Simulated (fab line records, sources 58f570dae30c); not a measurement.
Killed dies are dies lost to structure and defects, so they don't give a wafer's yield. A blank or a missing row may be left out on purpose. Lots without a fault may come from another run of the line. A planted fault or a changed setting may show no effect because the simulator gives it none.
fab line records | flow berkeley_cmos170
record lots=6 wafers=18 last_day=12
route steps=331 shown ACTIVE@72 PFIELD@79
lots that met no fault: from a run of the same line without faults
start_h: hours from the record's first day to the start of the lot's first wafer shown | wait_h: hours since the lot's step before | " the same as in the row above | L1.1+2: a row that stands for several wafers | - no value, or no start given | * or withheld: withheld | < > ~ a bound
route shown NAME@n: a module of which the file shows steps, and the number in the route of the first | usual: mean/standard deviation of fault-free wafers | same: alike in all rows | chamber/n: place in a boat | sites: the reading at each site | _std_site: their standard deviation | _edge_site: outer sites' mean less inner sites' | radius_mm: how far each site lies from the wafer's centre | mask NAME#n: copy n | behind: the tool/chamber that last shaped the wafer | hold: why the lot was held/for how many hours/how that ended | device: the transistor (n, p or np) that didn't switch | end of line: the same wafers' tests at the end of the route | a step without rows: its recipe alone | killed: dies lost to structure and defects at the first sort, not the wafer's yield | map: a wafer's dies, x killed, . not, _ none there
set.NAME: the setting as run; set.NAME@STEP: as run at that earlier step | model.NAME: the simulator's own value behind a step, which no gauge read
lots at some steps of the route; a table a step, a row a wafer
services: from which hour (start_h, from the record's first day; less than 0 if before it) a tool's chamber was out of use, for how many hours, and why
## steps
# step UCB170_ACTIVE_DEVELOP_12
# recipe developer=TMAH develop_time_s=47.04 resist=KrF dev_temp_c=21
# step UCB170_ACTIVE_CD_MEAS_13
# recipe target_cd_nm=1200
# usual cd_nm=1199.7/1.5
# columns lot.wafer tool chamber start_h wait_h cd_nm
L569.4 cd_sem-01 - 103.06 - 1199.0
L569.5 " - " " 1197.4
L569.6 " - " " 1198.3
L571.3 cd_sem-01 - 118.46 - 1199.6
L571.4 " - " " 1199.4
L571.5 " - " " 1199.7
L576.3 cd_sem-02 - 139.27 - 1199.0
L576.5 " - " " 1199.3
L576.6 " - " " 1198.1
L575.1 cd_sem-01 - 139.51 - 1201.0
L575.2 " - " " 1201.0
L575.4 " - " " 1201.0
L582.1 cd_sem-02 - 163.45 - 1197.7
L582.2 " - " " 1198.3
L582.5 " - " " 1197.7
L586.1 cd_sem-01 - 196.60 - 1201.5
L586.2 " - " " 1202.6
L586.6 " - " " 1200.4
# step UCB170_ACTIVE_OVL_MEAS_14
# usual ACTIVE_OVL=1/4.7
# columns lot.wafer tool chamber start_h wait_h ACTIVE_OVL[nm]
L569.4 overlay-02 - 103.14 0.1 -7
L569.5 " - " " 6
L569.6 " - " " 2
L571.3 overlay-01 - 118.55 0.1 7
L571.4 " - " " 1
L571.5 " - " " 6
L576.3 overlay-02 - 139.36 0.1 4
L576.5 " - " " 5
L576.6 " - " " 2
L575.1 overlay-02 - 139.65 0.1 -7
L575.2 " - " " -6
L575.4 " - " " -7
L582.1 overlay-01 - 163.57 0.1 -8
L582.2 " - " " 4
L582.5 " - " " -5
L586.1 overlay-02 - 196.72 0.1 1
L586.2 " - " " 8
L586.6 " - " " 8
# step UCB170_ACTIVE_ETCH_15
# recipe chemistry=CH3F/Ar/O2 target=Si3N4 stop_on=SiO2 CH3F_flow_sccm=20 Ar_flow_sccm=50 O2_flow_sccm=7 pressure_mtorr=50 rf_w=450 target_depth_a=2420 over_etch_frac=0.1 time_s=151
# usual O2_flow_sccm=7.001/0.021 drypump_motor_current_A=5.7/0.48 oes_product_au=0.936/0.015 rf_fwd_power_W=448.3/1.6 throttle_valve_pct=8.09/0.16
# columns lot.wafer tool chamber start_h wait_h O2_flow_sccm drypump_motor_current_A oes_product_au rf_fwd_power_W rf_hours_counter_h throttle_valve_pct
L569.4 rie_diel-01 0 103.16 0.0 7.016 6.8 0.916 449.2 6 7.82
L569.5 " 0 " " 7.011 6.8 0.921 447.1 - 7.82
L569.6 " 1 " " 6.978 4.9 0.973 449.4 - 7.87
L571.3 rie_diel-03 2 118.57 0.0 6.977 5.2 0.933 450.1 153 8.20
L571.4 " 1 " " 7.022 5.9 0.933 447.0 6 7.87
L571.5 " 0 " " 7.007 5.3 0.932 450.5 - 7.92
L576.3 rie_diel-03 0 139.39 0.0 6.989 5.3 0.925 444.7 104 7.93
L576.5 " 0 " " 6.994 5.3 0.922 448.5 - 7.92
L576.6 " 3 " " 6.998 5.6 0.944 449.3 - 8.11
L575.1 rie_diel-04 2 139.68 0.0 7.018 5.9 0.926 450.2 65 8.19
L575.2 " 1 " " 7.041 5.6 0.920 447.8 133 8.25
L575.4 " 0 " " 6.978 5.6 0.936 447.6 18 8.09
L582.1 rie_diel-03 1 163.61 0.0 7.003 5.9 0.947 446.6 8 7.90
L582.2 " 0 " " 6.955 5.2 0.935 449.8 106 7.92
L582.5 " 0 " " 6.956 5.2 0.949 447.1 - 7.93
L586.1 rie_diel-04 1 196.76 0.0 7.024 5.6 0.924 449.2 135 8.27
L586.2 " 3 " " 6.968 5.8 0.930 445.8 9 8.10
L586.6 " 1 " " 6.998 5.6 0.932 451.5 - 8.26
# step UCB170_ACTIVE_STRIP_16
# recipe chemistry=O2 power_w=400 pressure_mtorr=3500 platen_temp_c=withheld o2_flow_sccm=400 overash_fraction=0.5
# usual drypump_motor_current_A=5.9/0.65 oes_product_au=0.721/0.0043 strip_time_to_endpoint_s=18.12/0.082
# same overash_fraction=0.5
# columns lot.wafer tool chamber start_h wait_h drypump_motor_current_A oes_product_au rf_hours_counter_h strip_time_to_endpoint_s
L569.4 plasma_asher-03 0 103.29 0.1 6.2 0.721 - 18.18
L569.5 " 1 " " 6.0 0.722 - 18.06
L569.6 " 0 " " 6.3 0.725 - 18.12
L571.3 plasma_asher-01 0 118.71 0.1 4.9 0.716 - 18.14
L571.4 " 1 " " 6.7 0.716 - 18.27
L571.5 " 1 " " 6.6 0.721 - 18.15
L576.3 plasma_asher-03 0 139.52 0.1 6.2 0.725 - 18.17
L576.5 " 1 " " 6.0 0.722 - 18.17
L576.6 " 0 " " 6.2 0.726 - 18.24
L575.1 plasma_asher-01 1 139.79 0.1 6.6 0.717 46 18.19
L575.2 " 0 " " 4.9 0.721 46 18.24
L575.4 " 0 " " 4.9 0.719 - 18.16
L582.1 plasma_asher-04 1 163.71 0.1 5.5 0.722 4 18.18
L582.2 " 0 " " 6.6 0.720 4 18.16
L582.5 " 0 " " 6.6 0.709 - 18.10
L586.1 plasma_asher-03 0 196.86 0.1 6.3 0.728 43 18.20
L586.2 " 1 " " 6.0 0.725 43 18.04
L586.6 " 1 " " 6.0 0.723 - 18.17
# step UCB170_ACTIVE_CD_MEAS_90
# recipe target_cd_nm=1200
# usual cd_nm=1199.7/1.5
# columns lot.wafer tool chamber start_h wait_h cd_nm
L569.4 cd_sem-01 - 103.42 0.1 1198.8
L569.5 " - " " 1197.7
L569.6 " - " " 1198.7
L571.3 cd_sem-01 - 118.81 0.1 1199.8
L571.4 " - " " 1200.1
L571.5 " - " " 1199.9
L576.3 cd_sem-02 - 139.65 0.1 1198.9
L576.5 " - " " 1199.8
L576.6 " - " " 1198.2
L575.1 cd_sem-01 - 139.89 0.1 1201.2
L575.2 " - " " 1201.2
L575.4 " - " " 1201.0
L582.1 cd_sem-02 - 163.81 0.1 1198.1
L582.2 " - " " 1198.0
L582.5 " - " " 1197.5
L586.1 cd_sem-01 - 196.96 0.1 1201.8
L586.2 " - " " 1202.6
L586.6 " - " " 1201.1
# step UCB170_ACTIVE_CLEAN_17
# recipe chemistry=SPM temp_c=120 time_s=600
# step UCB170_PFIELD_HMDS_00
# recipe prime_time_s=60 prime_temp_c=100
# step UCB170_PFIELD_COAT_01
# recipe resist=KrF spin_rpm=1500 resist_thk_nm=900
# step UCB170_PFIELD_SOFTBAKE_02
# recipe resist=KrF temp_c=130 time_s=60
# step UCB170_PFIELD_EXPOSE_03
# recipe mask_id=PFIELD na=0.5 sigma_outer=0.6 source_shape=conventional target_cd_nm=1500 dose_mj=30
# step UCB170_PFIELD_PEB_04
# recipe peb_temp_c=130 peb_time_s=withheld resist=KrF
# step UCB170_PFIELD_DEVELOP_05
# recipe developer=TMAH develop_time_s=45 resist=KrF dev_temp_c=21
# usual chill_plate_temp_C=23.00/0.09 develop_time_s=45/0 developer_temp_C=20.98/0.096
# columns lot.wafer tool chamber start_h wait_h chill_plate_temp_C develop_time_s developer_temp_C model.KrF_of_PFIELD_COAT_01.thk_nm
L569.4 litho_track-04 0 106 - 22.96 45 21.00 882.2
L569.5 " 0 " " 22.87 45 20.99 884.6
L569.6 " 0 " " 22.96 45 20.94 880.7
L571.3 litho_track-02 0 120 - 23.06 45 21.03 886.3
L571.4 " 0 " " 22.91 45 20.97 887.2
L571.5 " 0 " " 23.05 45 21.08 889.3
L576.3 litho_track-02 - 141 - - - - 904.1
L576.5 " - " " - - - 903.1
L576.6 " - " " - - - 903.4
L575.1 litho_track-02 - 141 - - - - 902.4
L575.2 " - " " - - - 901.8
L575.4 " - " " - - - 902
L582.1 litho_track-01 0 164 - 23.03 45 21.00 882.4
L582.2 " 0 " " 22.93 45 21.01 881
L582.5 " 0 165 - 22.99 45 20.99 882.3
L586.1 litho_track-01 0 198 - 22.96 45 20.96 888.8
L586.2 " 0 " " 22.97 45 20.95 887.3
L586.6 " 0 " " 22.99 45 20.96 889.8
# step UCB170_PFIELD_OVL_MEAS_06
# usual PFIELD_OVL=-3/4.9
# columns lot.wafer tool chamber start_h wait_h PFIELD_OVL[nm]
L569.4 overlay-01 - 106.56 - -1
L569.5 " - " " -4
L569.6 " - " " -14
L571.3 overlay-02 - 120.81 - -11
L571.4 " - " " -8
L571.5 " - " " -14
L576.3 overlay-02 - 141.18 - -
L576.5 " - " " -
L576.6 " - " " -
L575.1 overlay-02 - 141.41 - -
L575.2 " - " " -
L575.4 " - " " -
L582.1 overlay-01 - 165.07 - 1
L582.2 " - " " -8
L582.5 " - " " 1
L586.1 overlay-01 - 198.22 - 2
L586.2 " - " " -4
L586.6 " - " " 0
## services
# columns tool chamber start_h hours kind
rie_diel-04 0 84.07 7.6 repair
rie_diel-04 2 95.52 4.8 repair
rie_diel-04 1 105.22 2.9 repair
plasma_asher-04 - 108.84 9.0 pm
plasma_asher-04 0 108.84 9.0 vent_cycle
plasma_asher-04 1 108.84 9.0 vent_cycle
rie_diel-04 - 114.44 0.8 repair
plasma_asher-04 0 117.84 - clean
plasma_asher-04 1 117.84 - clean
rie_diel-03 3 123.13 4.3 repair
rie_diel-04 1 131.45 6.1 repair
rie_diel-01 - 133.07 14.6 pm
rie_diel-03 2 141.52 - clean
rie_diel-03 2 141.52 21.5 scheduled_down
rie_diel-03 2 141.52 21.5 vent_cycle
rie_diel-03 1 153.07 10.0 repair
plasma_asher-04 - 153.72 8.6 repair
rie_diel-01 2 154.18 4.9 repair
rie_diel-04 3 158.59 4.3 repair
## key
first_sign step=UCB170_PFIELD_DEVELOP_05 reading=tool_record direction=missing
effect none on later readings
model_effect step=UCB170_PFIELD_DEVELOP_05 value=KrF_of_PFIELD_COAT_01.thk_nm without=888.6 struck=902.8
met_at UCB170_PFIELD_DEVELOP_05
struck_wafers L575.1,L575.2,L575.4,L576.3,L576.5,L576.6
sort_left_out L575.1,L575.2,L575.4,L576.3,L576.5,L576.6
tester_left_out L575,L576
onset_between 120 141
fault kind=skipped_step_whole tool=litho_track-02 chamber=- onset_h=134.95 steps=UCB170_PFIELD_DEVELOP_05 scope=struck_lots_only
# tester_left_out: of these lots the tester's yield and bins aren't shown, on N5 and GAA mostly nor the transistor test; their killed dies are dies lost to structure and defects alone, not to doping, threshold or leakage, so they don't give the yield
# sort_left_out: the simulated sort isn't trusted on such a fault, so these wafers' sort isn't shown, and their yield isn't known
